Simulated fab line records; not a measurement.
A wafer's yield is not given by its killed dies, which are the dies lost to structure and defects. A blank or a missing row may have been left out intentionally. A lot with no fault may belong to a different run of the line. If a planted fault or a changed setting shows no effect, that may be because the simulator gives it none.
Which tool did it? / flow berkeleyCmos170 / 21 wafers from 7 lots sampled at 3 of the route's 331 steps

## WHAT THE GAUGES READ, wafer by wafer
UCB170_M2_THK_MEAS_03: measures by xrf.
lot=L386; measured=day 7 18:39; on=filmMetro-02; M2_AL_THK (nm)=891 895 883
lot=L387; measured=day 7 23:06; on=filmMetro-03; M2_AL_THK (nm)=912 907 901
lot=L394; measured=day 9 03:16; on=filmMetro-03; M2_AL_THK (nm)=872 880 874
lot=L396; measured=day 9 15:06; on=filmMetro-02; M2_AL_THK (nm)=913 910 910
lot=L398; measured=day 10 09:16; on=filmMetro-04; M2_AL_THK (nm)=914 895 891
lot=L404; measured=day 11 19:35; on=filmMetro-02; M2_AL_THK (nm)=918 931 932
lot=L407; measured=day 12 08:11; on=filmMetro-03; M2_AL_THK (nm)=867 874 880

## WHICH TOOL RAN EACH LOT (tool, then ch and the chambers of the sampled wafers, then the start)
lot=L386; UCB170_SPACER_ETCHBACK_03=rieDiel-01 ch 0,1,2, day 6 22:44; UCB170_PSD_STRIP_09=plasmaAsher-02 ch 0,1, day 7 00:18
lot=L387; UCB170_SPACER_ETCHBACK_03=rieDiel-01 ch 0,2,3, day 7 04:59; UCB170_PSD_STRIP_09=plasmaAsher-02 ch 0,1, day 7 06:41
lot=L394; UCB170_SPACER_ETCHBACK_03=rieDiel-04 ch 1,2,3, day 8 04:13; UCB170_PSD_STRIP_09=plasmaAsher-02 ch 0,1, day 8 05:34
lot=L396; UCB170_SPACER_ETCHBACK_03=rieDiel-03 ch 0,1,2, day 8 14:15; UCB170_PSD_STRIP_09=plasmaAsher-04 ch 0,1, day 8 16:52
lot=L398; UCB170_SPACER_ETCHBACK_03=rieDiel-03 ch 0,2,3, day 9 12:03; UCB170_PSD_STRIP_09=plasmaAsher-02 ch 0,1, day 9 13:41
lot=L404; UCB170_SPACER_ETCHBACK_03=rieDiel-03 ch 0,1, day 10 20:25; UCB170_PSD_STRIP_09=plasmaAsher-01 ch 0,1, day 10 22:22
lot=L407; UCB170_SPACER_ETCHBACK_03=rieDiel-01 ch 0,2,3, day 11 08:03; UCB170_PSD_STRIP_09=plasmaAsher-01 ch 0,1, day 11 09:37
- UCB170_SPACER_ETCHBACK_03: etches SiO2 in CHF3/CF4/Ar, stops on Si, target depth 376 nm, time 100 s.
- UCB170_PSD_STRIP_09: strips in O2.

## THE ANSWER, worked out from the rows above alone
Rule: the usual values come from the lots themselves. Put in order of their means at a reading, lots are off if they are a third of the lots or fewer, leave a main group of 4 or more, and stand apart from it by a gap of 3 or more times the standard deviation of the main group's means; of several such gaps the widest counts. A main group whose means are all the same, to the digits that the tables above print for the reading, isn't used. Also off: a lot with no number at a reading for which 4 or more lots have one. The other lots that the step has rows for count as sound.
Across all readings shown, no lot is off: no conclusion can be drawn from this.

## WHAT THE SIMULATOR PUT IN
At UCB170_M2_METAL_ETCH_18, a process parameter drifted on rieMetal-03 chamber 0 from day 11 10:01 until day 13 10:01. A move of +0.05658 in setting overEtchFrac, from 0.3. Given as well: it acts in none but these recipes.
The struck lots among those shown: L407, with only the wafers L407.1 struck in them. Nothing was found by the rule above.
